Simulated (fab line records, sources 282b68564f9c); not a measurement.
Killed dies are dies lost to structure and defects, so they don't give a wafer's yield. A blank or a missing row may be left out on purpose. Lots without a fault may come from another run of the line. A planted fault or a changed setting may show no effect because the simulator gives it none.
fab line records | flow rit_cmos
record lots=6 wafers=18 last_day=7
route steps=202 shown PLDD@118 SPACER@125 NSD@131 PSD@142 SDANNEAL@153 SILICIDE@161 M1@202
lots that met no fault: from a run of the same line without faults
start_h: hours from the record's first day to the start of the lot's first wafer shown | wait_h: hours since the lot's step before | " the same as in the row above | L1.1+2: a row that stands for several wafers | - no value, or no start given | * or withheld: withheld | < > ~ a bound
route shown NAME@n: a module of which the file shows steps, and the number in the route of the first | usual: mean/standard deviation of fault-free wafers | same: alike in all rows | chamber/n: place in a boat | sites: the reading at each site | _std_site: their standard deviation | _edge_site: outer sites' mean less inner sites' | radius_mm: how far each site lies from the wafer's centre | mask NAME#n: copy n | behind: the tool/chamber that last shaped the wafer | hold: why the lot was held/for how many hours/how that ended | device: the transistor (n, p or np) that didn't switch | end of line: the same wafers' tests at the end of the route | a step without rows: its recipe alone | killed: dies lost to structure and defects at the first sort, not the wafer's yield | map: a wafer's dies, x killed, . not, _ none there
set.NAME: the setting as run; set.NAME@STEP: as run at that earlier step | model.NAME: the simulator's own value behind a step, which no gauge read
lots at some steps of the route; a table a step, a row a wafer
services: from which hour (start_h, from the record's first day; less than 0 if before it) a tool's chamber was out of use, for how many hours, and why
## steps
# step RIT_PLDD_PEB_04
# recipe resist=NOVOLAK temp_c=withheld time_s=withheld
# step RIT_PLDD_DEVELOP_05
# recipe resist=NOVOLAK develop_time_s=50 dev_temp_c=23
# step RIT_PLDD_OVL_MEAS_06
# usual PLDD_OVL=0.3/1.5
# columns lot.wafer tool chamber start_h wait_h PLDD_OVL[nm]
L722.2 overlay-02 - 51.58 - 2.0
L722.4 " - " " -0.3
L722.5 " - " " 4.0
L723.1 overlay-01 - 57.15 - -0.2
L723.4 " - " " -0.9
L723.5 " - " " -1.5
L729.4 overlay-01 - 90.42 - -1.7
L729.5 " - " " -0.5
L729.6 " - " " -3.1
L731.1 overlay-02 - 97.63 - -0.2
L731.2 " - " " 0.4
L731.4 " - " " 0.2
L738.1 overlay-01 - 127.78 - -0.5
L738.2 " - " " 0.7
L738.3 " - " " -0.6
L744.2 overlay-02 - 158.95 - 1.1
L744.5 " - " " -1.2
L744.6 " - " " 1.5
# step RIT_PLDD_HARDBAKE_07
# recipe resist=NOVOLAK temp_c=140 time_s=60
# step RIT_PLDD_IMPLANT_08
# recipe species=BF2 energy_kev=20 dose_cm2=9e+14 tilt_deg=7
# step RIT_PLDD_STRIP_09
# recipe chemistry=O2 time_s=180 resist=NOVOLAK platen_temp_c=withheld power_w=500 pressure_mtorr=4000 o2_flow_sccm=4000
# usual drypump_motor_current_A=5.72/0.29 o2_flow_sccm=4000/12
# same time_s=180
# columns lot.wafer tool chamber start_h wait_h drypump_motor_current_A o2_flow_sccm rf_hours_counter_h
L722.2 plasma_asher-01 1 51.91 0.1 6.06 3998 38
L722.4 " 1 " " 6.06 4016 -
L722.5 " 0 " " 5.70 4004 -
L723.1 plasma_asher-02 0 57.49 0.1 5.77 4006 27
L723.4 " 0 " " 5.78 4011 -
L723.5 " 1 " " 6.01 3991 -
L729.4 plasma_asher-04 0 90.81 0.1 5.20 3983 -
L729.5 " 1 " " 5.78 4020 -
L729.6 " 0 " " 5.22 3996 -
L731.1 plasma_asher-01 1 97.96 0.1 6.07 3987 43
L731.2 " 0 " " 5.74 4005 43
L731.4 " 1 " " 6.06 4000 -
L738.1 plasma_asher-01 0 128.12 0.1 5.72 3991 47
L738.2 " 1 " " 6.05 4003 47
L738.3 " 1 " " 6.05 3983 -
L744.2 plasma_asher-02 0 159.28 0.1 5.76 4009 37
L744.5 " 0 " " 5.76 4014 -
L744.6 " 1 " " 6.01 3987 -
# step RIT_PLDD_TW_MEAS_10
# usual PLDD_TW=2344/13
# columns lot.wafer tool chamber start_h wait_h PLDD_TW
L722.2 film_metro-01 - 52.10 0.1 2328
L722.4 " - " " 2313
L722.5 " - " " 2331
L723.1 film_metro-02 - 57.66 0.1 2349
L723.4 " - " " 2354
L723.5 " - " " 2357
L729.4 film_metro-03 - 90.95 0.1 2360
L729.5 " - " " 2341
L729.6 " - " " 2350
L731.1 film_metro-03 - 98.14 0.1 2335
L731.2 " - " " 2342
L731.4 " - " " 2338
L738.1 film_metro-03 - 128.29 0.1 2351
L738.2 " - " " 2360
L738.3 " - " " 2359
L744.2 film_metro-03 - 159.47 0.1 2361
L744.5 " - " " 2353
L744.6 " - " " 2360
# step RIT_SPACER_CLEAN_00
# recipe chemistry=SC1 mix=3:3:50 time_s=600 temp_c=75
# step RIT_SPACER_CLEAN_01
# recipe chemistry=dHF dilution=50:1 time_s=30
# step RIT_SPACER_CLEAN_02
# recipe chemistry=SC2 mix=3:3:50 time_s=600 temp_c=75 dry=n2_spin
# step RIT_SPACER_CVD_03
# recipe material=Si3N4 target_thk_nm=250 temp_c=810 precursor=SiH2Cl2/NH3 time_s=3300 pressure_mtorr=300 sih2cl2_flow_sccm=60 nh3_flow_sccm=150
# step RIT_SPACER_THK_MEAS_04
# recipe reads=Si3N4_of_SPACER_CVD_03
# usual SPACER_NITRIDE_THK=249.3/2.9
# columns lot.wafer tool chamber start_h wait_h SPACER_NITRIDE_THK[nm]
L722.2 film_metro-02 - 54.44 0.0 250.6
L722.4 " - " " 252.4
L722.5 " - " " 252.0
L723.1 film_metro-04 - 60.45 0.0 250.4
L723.4 " - " " 250.7
L723.5 " - " " 248.3
L729.4 film_metro-04 - 93.31 0.0 248.9
L729.5 " - " " 251.7
L729.6 " - " " 252.2
L731.1 film_metro-04 - 100.48 0.0 251.7
L731.2 " - " " 252.4
L731.4 " - " " 253.2
L738.1 film_metro-04 - 131.12 0.0 250.5
L738.2 " - " " 252.4
L738.3 " - " " 250.5
L744.2 film_metro-04 - 162.82 0.0 246.7
L744.5 " - " " 245.5
L744.6 " - " " 246.1
# step RIT_SPACER_ETCHBACK_05
# recipe target_depth_a=2500 SF6_flow_sccm=30 CHF3_flow_sccm=30 target=Si3N4 chemistry=SF6/CHF3 pressure_mtorr=40 rf_w=250 time_s=240 stop_on=SiO2
# usual drypump_motor_current_A=5.6/0.41 oes_product_au=0.849/0.014 run_length_s=268.2/0.51 throttle_valve_pct=10.19/0.15
# columns lot.wafer tool chamber start_h wait_h drypump_motor_current_A oes_product_au rf_hours_counter_h run_length_s throttle_valve_pct model.poly-Si_of_GATE_CVD_08.thk_nm model.Si3N4_of_SPACER_CVD_03.thk_nm model.SiO2_of_FOX2_OXIDATION_00.thk_nm
L722.2 rie_diel-04 0 54.49 0.0 5.6 0.839 45 267.8 10.19 165.8 195.6 181.1
L722.4 " 3 " " 6.0 0.849 113 267.8 10.02 165.7 197.7 177.8
L722.5 " 1 " " 5.3 0.860 - 269.6 9.92 165.4 196.4 182.4
L723.1 rie_diel-03 1 60.51 0.1 5.5 0.850 115 268.7 10.25 168.5 195.6 181.8
L723.4 " 3 " " 4.8 0.853 31 268.2 10.40 168.7 196.6 185
L723.5 " 3 " " 4.8 0.849 - 268.4 10.39 171.3 195.1 181
L729.4 rie_diel-04 1 93.34 0.0 5.3 0.672 8 365.3 9.88 139.6 172.9 160.3
L729.5 " 0 " " 5.6 0.663 - 363.6 10.11 139.3 174.2 163
L729.6 " 3 " " 6.0 0.658 - 363.8 9.95 141.1 177.2 164
L731.1 rie_diel-04 2 100.54 0.1 5.6 0.686 106 364.5 10.27 144.9 174.1 162.9
L731.2 " 0 " " 5.6 0.662 46 363.7 10.14 144.4 174.4 160.9
L731.4 " 1 " " 5.3 0.681 8 364.9 9.86 142.2 174.3 162
L738.1 rie_diel-01 3 131.18 0.1 6.0 0.870 75 267.4 10.33 165.6 195.7 166.9
L738.2 " 2 " " 4.8 0.872 1 268.2 10.18 163.9 196.9 167.6
L738.3 " 0 " " 5.8 0.857 8 268.0 10.28 165.4 195.6 174.3
L744.2 rie_diel-03 1 162.87 0.0 5.5 0.838 117 268.2 10.26 164.6 192.6 180.3
L744.5 " 0 " " 6.3 0.834 - 268.2 10.13 166.1 193.4 180.9
L744.6 " 3 " " 4.8 0.842 - 268.1 10.39 167.2 192.8 180.5
# step RIT_NSD_HMDS_00
# recipe prime_time_s=60 prime_temp_c=140
# step RIT_NSD_COAT_01
# recipe resist=NOVOLAK spin_rpm=3250 resist_thk_nm=1000
# step RIT_NSD_SOFTBAKE_02
# recipe resist=NOVOLAK temp_c=90 time_s=60
# step RIT_NSD_EXPOSE_03
# recipe mask_id=M9 na=0.57 target_cd_nm=40700 dose_mj=250
# step RIT_NSD_PEB_04
# recipe resist=NOVOLAK temp_c=withheld time_s=withheld
# step RIT_NSD_DEVELOP_05
# recipe resist=NOVOLAK develop_time_s=50 dev_temp_c=23
# step RIT_NSD_OVL_MEAS_06
# usual NSD_OVL=0.8/1.3
# columns lot.wafer tool chamber start_h wait_h NSD_OVL[nm]
L722.2 overlay-02 - 55.50 - 1.1
L722.4 " - " " 1.0
L722.5 " - " " 0.6
L723.1 overlay-01 - 61.63 - -0.3
L723.4 " - " " -0.1
L723.5 " - " " -1.6
L729.4 overlay-01 - 94.49 - 1.1
L729.5 " - " " 2.3
L729.6 " - " " 1.3
L731.1 overlay-02 - 101.67 - 0.8
L731.2 " - " " 1.9
L731.4 " - " " 2.3
L738.1 overlay-01 - 132.18 - 1.9
L738.2 " - " " 4.1
L738.3 " - " " 1.4
L744.2 overlay-01 - 163.87 - 2.5
L744.5 " - " " 1.4
L744.6 " - " " 1.2
# step RIT_NSD_HARDBAKE_07
# recipe resist=NOVOLAK temp_c=140 time_s=60
# step RIT_NSD_IMPLANT_08
# recipe species=P energy_kev=25 dose_cm2=1e+15 tilt_deg=7
# step RIT_NSD_STRIP_09
# recipe chemistry=O2 time_s=180 resist=NOVOLAK platen_temp_c=withheld power_w=500 pressure_mtorr=4000 o2_flow_sccm=4000
# usual drypump_motor_current_A=5.76/0.23 o2_flow_sccm=3998/14
# same time_s=180
# columns lot.wafer tool chamber start_h wait_h drypump_motor_current_A o2_flow_sccm rf_hours_counter_h
L722.2 plasma_asher-01 1 55.83 0.1 6.08 4000 38
L722.4 " 0 " " 5.74 4002 -
L722.5 " 1 " " 6.09 4014 -
L723.1 plasma_asher-01 0 61.97 0.1 5.75 3978 39
L723.4 " 1 " " 6.09 4000 -
L723.5 " 0 " " 5.72 3974 -
L729.4 plasma_asher-02 0 94.86 0.1 5.79 4002 -
L729.5 " 0 " " 5.79 4015 -
L729.6 " 1 " " 6.00 3986 -
L731.1 plasma_asher-03 1 102.00 0.1 5.72 4000 46
L731.2 " 0 " " 5.39 3998 46
L731.4 " 0 " " 5.42 4013 -
L738.1 plasma_asher-02 1 132.52 0.1 6.00 3989 35
L738.2 " 0 " " 5.78 3972 35
L738.3 " 1 " " 5.99 3990 -
L744.2 plasma_asher-01 0 164.20 0.1 5.72 4005 51
L744.5 " 0 " " 5.75 4002 -
L744.6 " 1 " " 6.03 3991 -
# step RIT_NSD_TW_MEAS_10
# usual NSD_TW=3109/20
# columns lot.wafer tool chamber start_h wait_h NSD_TW
L722.2 film_metro-01 - 56.01 0.1 3077
L722.4 " - " " 3102
L722.5 " - " " 3086
L723.1 film_metro-03 - 62.14 0.1 3113
L723.4 " - " " 3081
L723.5 " - " " 3115
L729.4 film_metro-01 - 95.01 0.1 3088
L729.5 " - " " 3094
L729.6 " - " " 3095
L731.1 film_metro-03 - 102.18 0.1 3098
L731.2 " - " " 3112
L731.4 " - " " 3099
L738.1 film_metro-02 - 132.69 0.1 3117
L738.2 " - " " 3125
L738.3 " - " " 3124
L744.2 film_metro-01 - 164.39 0.1 3097
L744.5 " - " " 3093
L744.6 " - " " 3097
# step RIT_PSD_HMDS_00
# recipe prime_time_s=60 prime_temp_c=140
# step RIT_PSD_COAT_01
# recipe resist=NOVOLAK spin_rpm=3250 resist_thk_nm=1000
# step RIT_PSD_SOFTBAKE_02
# recipe resist=NOVOLAK temp_c=90 time_s=60
# step RIT_PSD_EXPOSE_03
# recipe mask_id=M10 na=0.57 target_cd_nm=40900 dose_mj=250
# step RIT_PSD_PEB_04
# recipe resist=NOVOLAK temp_c=withheld time_s=withheld
# step RIT_PSD_DEVELOP_05
# recipe resist=NOVOLAK develop_time_s=50 dev_temp_c=23
# step RIT_PSD_OVL_MEAS_06
# usual PSD_OVL=1.1/1.4
# columns lot.wafer tool chamber start_h wait_h PSD_OVL[nm]
L722.2 overlay-01 - 56.92 - 0.8
L722.4 " - " " 1.8
L722.5 " - " " -0.2
L723.1 overlay-02 - 63.05 - -0.2
L723.4 " - " " 0.7
L723.5 " - " " 3.3
L729.4 overlay-02 - 96.34 - 1.9
L729.5 " - " " 2.9
L729.6 " - " " 3.1
L731.1 overlay-01 - 103.09 - 1.5
L731.2 " - " " 2.0
L731.4 " - " " 3.8
L738.1 overlay-01 - 133.73 - -0.6
L738.2 " - " " 1.0
L738.3 " - " " 1.1
L744.2 overlay-02 - 165.29 - 0.4
L744.5 " - " " 1.4
L744.6 " - " " 1.3
# step RIT_PSD_HARDBAKE_07
# recipe resist=NOVOLAK temp_c=140 time_s=60
# step RIT_PSD_IMPLANT_08
# recipe species=BF2 energy_kev=27 dose_cm2=5e+15 tilt_deg=7
# step RIT_PSD_STRIP_09
# recipe chemistry=O2 time_s=180 resist=NOVOLAK platen_temp_c=withheld power_w=500 pressure_mtorr=4000 o2_flow_sccm=4000
# usual drypump_motor_current_A=5.71/0.27 o2_flow_sccm=3998/13
# same time_s=180
# columns lot.wafer tool chamber start_h wait_h drypump_motor_current_A o2_flow_sccm rf_hours_counter_h
L722.2 plasma_asher-01 1 57.25 0.1 6.10 4000 38
L722.4 " 1 " " 6.11 3983 -
L722.5 " 0 " " 5.74 4001 -
L723.1 plasma_asher-03 0 63.39 0.1 5.39 4005 41
L723.4 " 0 " " 5.36 4011 -
L723.5 " 0 " " 5.38 4023 -
L729.4 plasma_asher-01 1 96.75 0.1 6.10 4002 -
L729.5 " 1 " " 6.11 3997 -
L729.6 " 0 " " 5.75 3993 -
L731.1 plasma_asher-01 0 103.64 0.1 5.74 3978 44
L731.2 " 1 " " 6.07 3990 44
L731.4 " 0 " " 5.75 3991 -
L738.1 plasma_asher-01 0 134.06 0.1 5.73 4017 48
L738.2 " 1 " " 6.12 3973 48
L738.3 " 0 " " 5.73 4010 -
L744.2 plasma_asher-01 1 165.62 0.1 6.09 3987 51
L744.5 " 0 " " 5.73 4002 -
L744.6 " 1 " " 6.08 3985 -
# step RIT_PSD_TW_MEAS_10
# usual PSD_TW=3414/18
# columns lot.wafer tool chamber start_h wait_h PSD_TW
L722.2 film_metro-01 - 57.43 0.1 3394
L722.4 " - " " 3399
L722.5 " - " " 3387
L723.1 film_metro-03 - 63.56 0.1 3398
L723.4 " - " " 3419
L723.5 " - " " 3410
L729.4 film_metro-01 - 96.90 0.1 3407
L729.5 " - " " 3405
L729.6 " - " " 3381
L731.1 film_metro-01 - 103.81 0.1 3403
L731.2 " - " " 3408
L731.4 " - " " 3398
L738.1 film_metro-03 - 134.24 0.1 3424
L738.2 " - " " 3426
L738.3 " - " " 3436
L744.2 film_metro-01 - 165.81 0.1 3426
L744.5 " - " " 3406
L744.6 " - " " 3390
# step RIT_SDANNEAL_CLEAN_00
# recipe chemistry=SC1 mix=3:3:50 time_s=600 temp_c=75
# step RIT_SDANNEAL_CLEAN_01
# recipe chemistry=dHF dilution=50:1 time_s=30
# step RIT_SDANNEAL_CLEAN_02
# recipe chemistry=SC2 mix=3:3:50 time_s=600 temp_c=75 dry=n2_spin
# usual bath_guard_temp_C=74.8/0.57
# same time_s=600
# columns lot.wafer tool chamber start_h wait_h bath_guard_temp_C model.poly-Si_of_GATE_CVD_08.thk_nm
L722.2 wet_bench-03 1 57.67 0.0 74.9 161.4
L722.4 " 1 " " 74.7 161.4
L722.5 " 1 " " 74.7 161
L723.1 wet_bench-04 1 63.82 0.0 74.8 164.1
L723.4 " 1 " " 74.5 164.3
L723.5 " 1 " " 74.4 166.9
L729.4 wet_bench-03 2 97.12 0.0 74.6 135.3
L729.5 " 2 " " 74.7 134.9
L729.6 " 2 " " 74.8 136.8
L731.1 wet_bench-01 0 104.07 0.0 76.0 140.6
L731.2 " 0 " " 76.1 140
L731.4 " 0 " " 76.6 137.9
L738.1 wet_bench-03 3 134.50 0.0 75.5 161.2
L738.2 " 3 " " 75.6 159.5
L738.3 " 3 " " 75.5 161
L744.2 wet_bench-04 3 166.05 0.0 74.8 160.3
L744.5 " 3 " " 74.6 161.8
L744.6 " 3 " " 74.2 162.8
# step RIT_SDANNEAL_RTA_03
# recipe temp_c=1050 time_s=5 idle_temp_c=600 ramp_up_c_per_s=342 ramp_down_c_per_s=171 cool_to_c=600 ambient=N2
# usual wafer_temp_C_max=1053.6/1.3
# same time_s=5
# columns lot.wafer tool chamber start_h wait_h wafer_temp_C_max
L722.2 rtp_anneal-02 0 57.86 0.0 1051.1
L722.4 " 0 " " 1052.8
L722.5 " 0 " " 1052.5
L723.1 rtp_anneal-01 0 64.01 0.0 1054.2
L723.4 " 0 " " 1052.4
L723.5 " 0 " " 1055.4
L729.4 rtp_anneal-01 0 97.34 0.0 1052.2
L729.5 " 0 " " 1053.6
L729.6 " 0 " " 1052.2
L731.1 rtp_anneal-01 0 104.24 0.0 1053.9
L731.2 " 0 " " 1052.6
L731.4 " 0 " " 1051.9
L738.1 rtp_anneal-02 0 134.69 0.0 1053.8
L738.2 " 0 " " 1055.4
L738.3 " 0 " " 1053.0
L744.2 rtp_anneal-02 0 166.24 0.0 1051.3
L744.5 " 0 " " 1050.8
L744.6 " 0 " " 1055.3
# step RIT_SDANNEAL_RS_MEAS_04
# recipe thk_meas_gauge=four-point-probe
# usual PSD_RS=116.09/0.29
# columns lot.wafer tool chamber start_h wait_h PSD_RS[ohm/sq]
L722.2 film_metro-01 - 57.93 0.1 116.65
L722.4 " - " " 116.17
L722.5 " - " " 115.93
L723.1 film_metro-02 - 64.06 0.0 115.41
L723.4 " - " " 115.48
L723.5 " - " " 115.73
L729.4 film_metro-01 - 97.43 0.1 116.26
L729.5 " - " " 116.44
L729.6 " - " " 116.12
L731.1 film_metro-01 - 104.30 0.0 116.33
L731.2 " - " " 116.18
L731.4 " - " " 116.01
L738.1 film_metro-02 - 134.81 0.1 116.03
L738.2 " - " " 115.79
L738.3 " - " " 115.87
L744.2 film_metro-03 - 166.30 0.1 116.05
L744.5 " - " " 115.94
L744.6 " - " " 115.99
# step RIT_SDANNEAL_RS_MEAS_05
# recipe thk_meas_gauge=four-point-probe
# usual NSD_RS=84.7/0.34
# columns lot.wafer tool chamber start_h wait_h NSD_RS[ohm/sq]
L722.2 film_metro-01 - 58.05 0.1 84.3
L722.4 " - " " 84.6
L722.5 " - " " 84.7
L723.1 film_metro-02 - 64.18 0.1 84.7
L723.4 " - " " 84.8
L723.5 " - " " 84.4
L729.4 film_metro-01 - 97.55 0.1 84.7
L729.5 " - " " 85.0
L729.6 " - " " 84.6
L731.1 film_metro-01 - 104.42 0.1 85.5
L731.2 " - " " 85.4
L731.4 " - " " 85.5
L738.1 film_metro-02 - 134.93 0.1 84.2
L738.2 " - " " 84.1
L738.3 " - " " 84.5
L744.2 film_metro-03 - 166.42 0.1 85.0
L744.5 " - " " 85.3
L744.6 " - " " 85.3
# step RIT_SDANNEAL_RS_MEAS_06
# recipe thk_meas_gauge=four-point-probe
# usual PLDD_RS=179.0/0.43
# columns lot.wafer tool chamber start_h wait_h PLDD_RS[ohm/sq]
L722.2 film_metro-01 - 58.17 0.1 179.4
L722.4 " - " " 178.8
L722.5 " - " " 179.4
L723.1 film_metro-02 - 64.30 0.1 178.4
L723.4 " - " " 178.5
L723.5 " - " " 178.4
L729.4 film_metro-01 - 97.67 0.1 179.1
L729.5 " - " " 179.2
L729.6 " - " " 179.5
L731.1 film_metro-01 - 104.54 0.1 179.5
L731.2 " - " " 179.0
L731.4 " - " " 179.7
L738.1 film_metro-02 - 135.05 0.1 178.5
L738.2 " - " " 178.6
L738.3 " - " " 178.1
L744.2 film_metro-03 - 166.54 0.1 178.9
L744.5 " - " " 179.0
L744.6 " - " " 178.8
# step RIT_SILICIDE_WET_ETCH_00
# recipe chemistry=BOE target=SiO2 target_depth_nm=14 time_s=15 dry=n2_spin dilution=10:1 temp_c=21.5
# same time_s=15
# columns lot.wafer tool chamber start_h wait_h model.Si3N4_of_SPACER_CVD_03.thk_nm model.SiO2_of_FOX2_OXIDATION_00.thk_nm
L722.2 wet_bench-01 1 58.39 0.1 194.5 152.7
L722.4 " 1 " " 196.6 149.4
L722.5 " 1 " " 195.2 153.9
L723.1 wet_bench-01 0 64.54 0.1 194.5 153.3
L723.4 " 0 " " 195.5 156.5
L723.5 " 0 " " 194 152.4
L729.4 wet_bench-02 2 97.85 0.0 171.8 131.7
L729.5 " 2 " " 173 134.3
L729.6 " 2 " " 176.1 135.4
L731.1 wet_bench-01 0 104.78 0.1 172.9 134.6
L731.2 " 0 " " 173.2 132.7
L731.4 " 0 " " 173.1 133.7
L738.1 wet_bench-04 2 135.29 0.1 194.5 138.1
L738.2 " 2 " " 195.7 139
L738.3 " 2 " " 194.5 145.6
L744.2 wet_bench-04 2 166.76 0.1 191.5 151.5
L744.5 " 2 " " 192.2 152.2
L744.6 " 2 " " 191.7 151.8
# step RIT_M1_PROBE_99
# usual killed_at_contacts=0.1/0.37 killed_at_front_end=6.9/2.9 killed_dies=7.1/2.9 killed_open=3.3/1.8 killed_short=3.6/2.2
# same gross_dies=264 killed_at_M0_to_M3=0 killed_at_M4_up=0 killed_at_back_side=0 killed_at_other=0
# columns lot.wafer tool chamber start_h wait_h killed_at_contacts killed_at_front_end killed_dies killed_open killed_short model.etest.nplus_sal.width_nm model.etest.pplus_sal.width_nm model.etest.pldd.width_nm model.etest.nldd.width_nm model.etest.pwell_pinched.rs_ohm_sq model.etest.nwell_pinched.rs_ohm_sq model.etest.well_edge_left.line_ohm_um model.etest.well_edge_right.line_ohm_um
L722.2 prober-01 - 65.35 0.1 0 6 6 3 3 3429 3440 3188 3165 456.6 338.1 179.9 180.6
L722.4 prober-01 - 65.45 0.2 0 9 9 4 5 3428 3423 3181 3182 453.6 334.4 181.2 183.1
L722.5 prober-01 - 65.50 0.2 0 6 6 1 5 3419 3434 3153 3158 463.7 335.6 181.9 182.5
L723.1 prober-02 - 71.69 0.1 0 4 4 3 1 3456 3444 3176 3165 459.1 335.3 181.8 180.6
L723.4 prober-02 - 71.84 0.2 0 7 7 4 3 3459 3453 3171 3184 447.1 335.2 182.7 182.9
L723.5 prober-02 - 71.89 0.2 0 6 6 4 2 3453 3458 3171 3197 458.8 334.9 183.7 182.8
L729.4 prober-02 - 104.91 0.2 1 11 12 2 10 3652 3644 3339 3326 575 414.8 220.4 217.8
L729.5 prober-02 - 104.96 0.2 0 9 9 7 2 3651 3634 3335 3323 561 415.9 221.4 222.2
L729.6 prober-02 - 105.01 0.2 1 8 9 6 3 - - - - - - - -
L731.1 prober-02 - 111.83 0.1 0 11 11 3 8 3637 3641 3320 3337 552.8 420.6 225.8 223.7
L731.2 prober-02 - 111.88 0.1 0 11 11 4 7 3642 3626 3346 3333 554.7 417.9 220 221
L731.4 prober-02 - 111.98 0.2 1 8 9 7 1 3636 3620 3355 3337 567.4 419.6 226.3 226.1
L738.1 prober-01 - 142.69 0.1 0 3 3 2 1 3479 3461 3209 3195 462.1 340.5 184.5 179.2
L738.2 prober-01 - 142.74 0.1 0 8 8 5 3 3462 3459 3198 3212 461.7 336.9 181.4 182.8
L738.3 prober-01 - 142.79 0.2 0 6 6 3 3 3474 3468 3198 3194 459.1 339.7 180.5 182.1
L744.2 prober-01 - 174.23 0.1 0 9 9 7 2 3451 3464 3186 3154 464.2 340.4 180.3 181.5
L744.5 prober-01 - 174.38 0.2 0 9 9 4 5 3425 3431 3158 3155 456.5 336.8 181 182.6
L744.6 prober-01 - 174.43 0.2 0 7 7 2 5 3437 3431 3172 3164 456.7 339 180.7 183.8
# killed by level:class
L722.2 REOX:geometric_particle:short=2 SILICIDE:geometric_particle:open=2 GATE:geometric_particle:open=1 GATE:geometric_particle:short=1
L722.4 GATE:geometric_particle:short=2 REOX:geometric_particle:open=2 SPACER:geometric_particle:short=2 FOX2:geometric_particle:open=1 GATE:geometric_particle:open=1 REOX:geometric_particle:short=1
L722.5 REOX:geometric_particle:short=3 FOX2:geometric_particle:short=1 REOX:geometric_particle:open=1 SPACER:geometric_particle:short=1
L723.1 FOX1:geometric_particle:open=2 SPACER:geometric_particle:open=1 SILICIDE:geometric_particle:short=1
L723.4 FOX1:geometric_particle:open=2 GATE:geometric_particle:short=2 FOX2:geometric_particle:short=1 FOX2:geometric_particle:open=1 GATE:geometric_particle:open=1
L723.5 GATE:geometric_particle:open=3 GATE:geometric_particle:short=1 SILICIDE:geometric_particle:open=1 SILICIDE:geometric_particle:short=1
L729.4 GATE:geometric_particle:short=3 FOX1:geometric_particle:short=2 SPACER:geometric_particle:short=2 FOX1:geometric_particle:open=1 FOX2:geometric_particle:short=1 FOX2:geometric_particle:open=1 SILICIDE:geometric_particle:short=1 CONTACT:geometric_particle:short=1
L729.5 SPACER:geometric_particle:open=3 GATE:geometric_particle:open=2 SILICIDE:geometric_particle:open=2 REOX:geometric_particle:short=1 SILICIDE:geometric_particle:short=1
L729.6 FOX2:geometric_particle:open=2 FOX1:geometric_particle:open=1 GATE:geometric_particle:open=1 REOX:geometric_particle:open=1 SPACER:geometric_particle:short=1 SILICIDE:geometric_particle:open=1 SILICIDE:geometric_particle:short=1 CONTACT:geometric_particle:short=1
L731.1 GATE:geometric_particle:short=3 FOX1:geometric_particle:short=2 GATE:geometric_particle:open=2 SPACER:geometric_particle:short=2 FOX1:geometric_particle:open=1 SILICIDE:geometric_particle:short=1
L731.2 GATE:geometric_particle:short=4 FOX1:geometric_particle:short=2 GATE:geometric_particle:open=2 REOX:geometric_particle:open=1 SPACER:geometric_particle:open=1 SPACER:geometric_particle:short=1
L731.4 GATE:geometric_particle:open=2 REOX:geometric_particle:open=2 SPACER:geometric_particle:open=2 GATE:geometric_particle:short=1 SILICIDE:geometric_particle:open=1 CONTACT:coat_microbubble_printed=1
L738.1 FOX1:geometric_particle:short=1 FOX1:geometric_particle:open=1 SILICIDE:geometric_particle:open=1
L738.2 GATE:geometric_particle:open=4 SPACER:geometric_particle:short=2 REOX:geometric_particle:open=1 SILICIDE:geometric_particle:short=1
L738.3 GATE:geometric_particle:short=2 FOX1:geometric_particle:open=1 GATE:geometric_particle:open=1 REOX:geometric_particle:short=1 SPACER:geometric_particle:open=1
L744.2 GATE:geometric_particle:open=3 REOX:geometric_particle:open=2 FOX1:geometric_particle:open=1 FOX2:geometric_particle:short=1 GATE:geometric_particle:short=1 SILICIDE:geometric_particle:open=1
L744.5 FOX1:geometric_particle:short=3 REOX:geometric_particle:open=2 FOX1:geometric_particle:open=1 GATE:geometric_particle:short=1 REOX:geometric_particle:short=1 SPACER:geometric_particle:open=1
L744.6 FOX1:geometric_particle:short=1 GATE:geometric_particle:open=1 GATE:geometric_particle:short=1 SPACER:geometric_particle:short=1 SILICIDE:geometric_particle:short=1 SILICIDE:geometric_particle:open=1 STARTING-WAFER:geometric_particle:short=1
## services
# columns tool chamber start_h hours kind
plasma_asher-01 - 31.07 15.6 pm
rie_diel-04 0 31.66 4.8 repair
rie_diel-01 0 42.09 7.2 repair
plasma_asher-02 - 58.08 9.8 repair
rie_diel-01 2 64.01 - clean
rie_diel-01 2 64.01 20.8 scheduled_down
rie_diel-01 2 64.01 20.8 vent_cycle
plasma_asher-02 - 67.84 9.9 pm
plasma_asher-04 - 94.35 2.1 repair
plasma_asher-04 - 100.74 0.8 repair
rie_diel-03 0 101.25 13.4 repair
plasma_asher-03 - 108.75 9.0 pm
plasma_asher-03 0 108.75 9.0 vent_cycle
plasma_asher-03 1 108.75 9.0 vent_cycle
rie_diel-01 3 115.03 3.0 repair
plasma_asher-03 0 117.75 - clean
plasma_asher-03 1 117.75 - clean
## key
first_sign step=RIT_SPACER_ETCHBACK_05 reading=run_length_s direction=up sigmas=99+ usual=* struck=*
effect step=RIT_SPACER_ETCHBACK_05 reading=oes_product_au direction=down sigmas=13 usual=0.849 struck=0.670
model_effect step=RIT_SPACER_ETCHBACK_05 value=poly-Si_of_GATE_CVD_08.thk_nm without=168.5 struck=141.9
model_effect step=RIT_SDANNEAL_CLEAN_02 value=poly-Si_of_GATE_CVD_08.thk_nm without=164.1 struck=137.6
model_effect step=RIT_SILICIDE_WET_ETCH_00 value=Si3N4_of_SPACER_CVD_03.thk_nm without=195.4 struck=173.4
model_effect step=RIT_M1_PROBE_99 value=etest.nplus_sal.width_nm without=3457 struck=3643
met_at RIT_SPACER_ETCHBACK_05
struck_wafers L729.4,L729.5,L729.6,L731.1,L731.2,L731.4
tester_left_out L729,L731
onset_between 54.49 93.34
fault kind=process_parameter_drift tool=rie_diel-04 chamber=- onset_h=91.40 steps=RIT_SPACER_ETCHBACK_05 channel=time_s offset=* shape=step end_h=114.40 acts_in=* stated=*
# tester_left_out: of these lots the tester's yield and bins aren't shown, on N5 and GAA mostly nor the transistor test; their killed dies are dies lost to structure and defects alone, not to doping, threshold or leakage, so they don't give the yield
